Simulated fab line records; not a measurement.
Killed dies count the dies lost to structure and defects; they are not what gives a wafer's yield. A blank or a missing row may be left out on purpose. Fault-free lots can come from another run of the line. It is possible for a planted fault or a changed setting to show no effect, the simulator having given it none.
A struck lot beside a sound one -- flow ritCmos -- 35 steps out of a route of 202
Sound: wafers L247.2, L247.3, L247.5. The struck wafers were L257.1, L257.2, L257.4. The cause is given at the end.
At each step with rows: each side's tool, then ch and its chambers, then its first start. Under that, the readings that differ: sound wafers -- struck wafers -- difference of the means -- sigmas: that difference in standard deviations of wafers without a fault.
alike: a reading whose means differ by less than 2 such deviations, as well as words and numbers matching on both sides. not compared: withheld readings; readings where some wafer has no value; bounds like >300 that might hide an equal value; numbers whose values overlap and for which the record gives no deviation.
A row with sigmas, a row that says differs or no value, or rows on one side alone: a step with any of these is where the two part. Numbers that have no deviation but don't overlap get no sigmas and don't part them. A reading that every wafer of one side lacks parts them only if that side has two wafers or more.

first, 4 steps without rows for these wafers: RIT_ACTIVE_CLEAN_15 (cleans in SC1, time 600 s); RIT_ACTIVE_CLEAN_16 (cleans in dHF, time 30 s); RIT_ACTIVE_CLEAN_17 (cleans in SC2, time 600 s); RIT_FOX1_OXIDATION_00 (target thk 350.7 nm, ox time 1130 s).
RIT_FOX1_THK_MEAS_01:
  sound on filmMetro-03 at day 2 14:59; struck on filmMetro-03 at day 4 15:28
  alike: FOX1_OXIDE_THK
then, 2 steps without rows for these wafers: RIT_FOX1_WET_ETCH_02 (etches SiO2 in BOE, target depth 350 nm, time 390 s); RIT_FOX2_OXIDATION_00 (target thk 350.7 nm, ox time 1130 s).
RIT_FOX2_THK_MEAS_01:
  sound on filmMetro-04 at day 2 16:29; struck on filmMetro-01 at day 4 17:04
reading,sound,struck,difference,sigmas
FOX2_OXIDE_THK (nm),335 339 331,353 349 360,+19,+2
then, 2 steps without rows for these wafers: RIT_FOX2_CLEAN_02 (cleans in dHF, time 180 s); RIT_FOX2_WET_ETCH_03 (etches Si3N4 in H3PO4, target depth 195 nm, time 2700 s).
RIT_FOX2_THK_MEAS_90:
  sound on filmMetro-03 at day 2 17:22; struck on filmMetro-03 at day 4 18:01
reading,sound,struck,difference,sigmas
FIELD_OXIDE_LEFT_1_THK (nm),308 311 303,326 323 332,+20,+3
then, 1 step without rows for these wafers: RIT_NWELL_HMDS_00 (prime time 60 s).
RIT_NWELL_COAT_01: resist thk 1300 nm.
  sound on lithoTrack-03 ch 0, day 2 17:35; struck on lithoTrack-04, day 4 18:14
  no value came back on the struck wafers for chillPlateTempC (C), dispensePressureKPa (kPa); on the sound wafers chillPlateTempC (C) reads 22.91 22.88 22.91
then, 4 steps without rows for these wafers: RIT_NWELL_SOFTBAKE_02 (time 60 s); RIT_NWELL_EXPOSE_03 (exposes mask M2, target cd 43900 nm); RIT_NWELL_PEB_04; RIT_NWELL_DEVELOP_05 (develop time 68 s).
RIT_NWELL_OVL_MEAS_06:
  sound on overlay-02 at day 2 18:17; struck on overlay-01 at day 4 18:58
reading,sound,struck,difference,sigmas
NWELL_OVL (nm),0.5 -1.6 -2.3,- - -,no value on the struck wafers,
then, 2 steps without rows for these wafers: RIT_NWELL_HARDBAKE_07 (time 120 s); RIT_NWELL_IMPLANT_08.
RIT_NWELL_STRIP_09: strips in O2, time 180 s.
  sound on plasmaAsher-02 ch 0,1, day 2 18:43; struck on plasmaAsher-01 ch 0,1, day 4 19:24
  alike: drypumpMotorCurrentA
  not compared: rfHoursCounterH
RIT_NWELL_TW_MEAS_10:
  sound on filmMetro-03 at day 2 18:55; struck on filmMetro-02 at day 4 19:35
  alike: NWELL_TW
then, 6 steps without rows for these wafers: RIT_PWELL_HMDS_00 (prime time 60 s); RIT_PWELL_COAT_01 (resist thk 1300 nm); RIT_PWELL_SOFTBAKE_02 (time 60 s); RIT_PWELL_EXPOSE_03 (exposes mask M3, target cd 43700 nm); RIT_PWELL_PEB_04; RIT_PWELL_DEVELOP_05 (develop time 68 s).
RIT_PWELL_OVL_MEAS_06:
  sound on overlay-02 at day 2 19:58; struck on overlay-01 at day 4 20:38
  alike: PWELL_OVL
then, 2 steps without rows for these wafers: RIT_PWELL_HARDBAKE_07 (time 120 s); RIT_PWELL_IMPLANT_08.
RIT_PWELL_STRIP_09: strips in O2, time 180 s.
  sound on plasmaAsher-02 ch 0,1, day 2 20:24; struck on plasmaAsher-03 ch 0,1, day 4 21:05
  alike: drypumpMotorCurrentA
  not compared: rfHoursCounterH
RIT_PWELL_TW_MEAS_10:
  sound on filmMetro-02 at day 2 20:35; struck on filmMetro-03 at day 4 21:16
reading,sound,struck,difference,sigmas
PWELL_TW,934 929 936,2198 2195 2201,+1265,+99 or more
then, 1 step without rows for these wafers: RIT_WELLDRIVE_ANNEAL_00 (time 14700 s).
RIT_M1_PROBE_99:
  rows exist in the record for the sound wafers here (prober-01, day 4 12:29), none for the struck ones

WHERE THEY PART
Last at RIT_M1_PROBE_99 as far as this record goes, first at RIT_FOX2_THK_MEAS_01.

WHY: whatever the simulator had introduced
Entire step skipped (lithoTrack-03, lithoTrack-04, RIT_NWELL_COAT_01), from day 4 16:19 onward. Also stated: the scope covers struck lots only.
